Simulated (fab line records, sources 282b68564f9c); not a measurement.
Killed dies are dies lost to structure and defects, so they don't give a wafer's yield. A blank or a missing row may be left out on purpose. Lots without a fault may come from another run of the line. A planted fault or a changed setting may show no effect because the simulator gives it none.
Split-lot experiment | flow rit_cmos | 5 lots, 23 wafers read, on a route of 202 steps

THE SPLIT
At RIT_PSD_COAT_01 (resist thk 1000 nm), the setting spin_rpm was moved away from the recipe's 3250 rpm on 10 of the 23 wafers read, by -7.4% to +6.3%. The other wafers ran this setting at the recipe's value.

FROM THE SPLIT TO THE READING: what the file shows between them, 3 steps
- RIT_PSD_SOFTBAKE_02: time 60 s
- RIT_PSD_EXPOSE_03: exposes mask M10, target cd 40900 nm
- RIT_PSD_DEVELOP_05: develop time 50 s

THE READING
NOVOLAK_of_PSD_COAT_01.thk_nm (the simulator's own value, which no gauge read), in nm, at RIT_PSD_HARDBAKE_07 (time 60 s). The file gives no usual value for it. The 13 wafers here that ran the recipe average 884.7 nm, standard deviation 2.3 nm.

wafer  | tool, chamber at the split | spin_rpm as run, rpm | against the recipe | NOVOLAK_of_PSD_COAT_01.thk_nm, nm | against lot-mates on the recipe
L076.1 | litho_track-01, 0          | 3250                 | recipe             | 886.3                             | -
L076.2 | litho_track-01, 0          | 3250                 | recipe             | 886.1                             | -
L076.3 | litho_track-01, 0          | 3159                 | -2.8%              | 896.8                             | +10.6
L076.5 | litho_track-01, 0          | 3159                 | -2.8%              | 897.5                             | +11.3
L076.6 | litho_track-01, 0          | 3159                 | -2.8%              | 899.3                             | +13.1
L079.1 | litho_track-03, 0          | 3390                 | +4.3%              | 866.8                             | -18.5
L079.3 | litho_track-03, 0          | 3390                 | +4.3%              | 869.1                             | -16.1
L079.4 | litho_track-03, 0          | 3250                 | recipe             | 884.3                             | -
L079.5 | litho_track-03, 0          | 3390                 | +4.3%              | 867.4                             | -17.9
L079.6 | litho_track-03, 0          | 3250                 | recipe             | 886.2                             | -
L078.1 | litho_track-03, 0          | 3250                 | recipe             | 884.2                             | -
L078.6 | litho_track-03, 0          | 3250                 | recipe             | 884.2                             | -
L078.2 | litho_track-03, 0          | 3009                 | -7.4%              | 918.7                             | +33.0
L078.3 | litho_track-03, 0          | 3009                 | -7.4%              | 916.7                             | +31.0
L078.5 | litho_track-03, 0          | 3250                 | recipe             | 888.7                             | -
L084.2 | litho_track-04, 0          | 3250                 | recipe             | 882.7                             | -
L084.4 | litho_track-04, 0          | 3250                 | recipe             | 880.1                             | -
L084.5 | litho_track-04, 0          | 3250                 | recipe             | 880.7                             | -
L085.1 | litho_track-04, 0          | 3250                 | recipe             | 885.4                             | -
L085.5 | litho_track-04, 0          | 3250                 | recipe             | 885.4                             | -
L085.2 | litho_track-04, 0          | 3250                 | recipe             | 886.8                             | -
L085.3 | litho_track-04, 0          | 3456                 | +6.3%              | 859.2                             | -26.7
L085.4 | litho_track-04, 0          | 3456                 | +6.3%              | 859                               | -26.9

THE FIT
A straight line over all 23 wafers: NOVOLAK_of_PSD_COAT_01.thk_nm changes by -4.25 nm for each +1% of spin_rpm; r = -0.99; the points scatter about the line by 2.1 nm.
The same after taking each lot's own level away (the mean of its wafers on the recipe; 23 wafers): -4.22 nm for each +1%; r = -1.00; scatter 1.2 nm.
On that fit, the largest move of spin_rpm shifts the reading by 31 nm.
The lots' own levels span 881.17 to 886.20 nm, that is 2.2 times the standard deviation above.
So the lot-to-lot level changes the slope little: the two slopes agree.
Check: with one of the wafers moved furthest among these (-7.4%) left out of the fit, the line predicts +30.9 nm for it against its lot-mates. It came out at +33 nm against them.

THE WHOLE CHAIN: every reading that the file lists as answering this split, in the file's order
step                | what it does       | reading                                                                        | change (the file's fit)              | r (the file's)
RIT_PSD_COAT_01     | resist thk 1000 nm | NOVOLAK_of_PSD_COAT_01.thk_nm (the simulator's own value, which no gauge read) | -4.84 nm for each +1% of the setting | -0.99
RIT_PSD_HARDBAKE_07 | time 60 s          | NOVOLAK_of_PSD_COAT_01.thk_nm (the simulator's own value, which no gauge read) | -4.23 nm for each +1% of the setting | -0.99

THE FILE'S OWN FIT
NOVOLAK_of_PSD_COAT_01.thk_nm changes by -4.23 nm for each +1% of spin_rpm, r = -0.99.
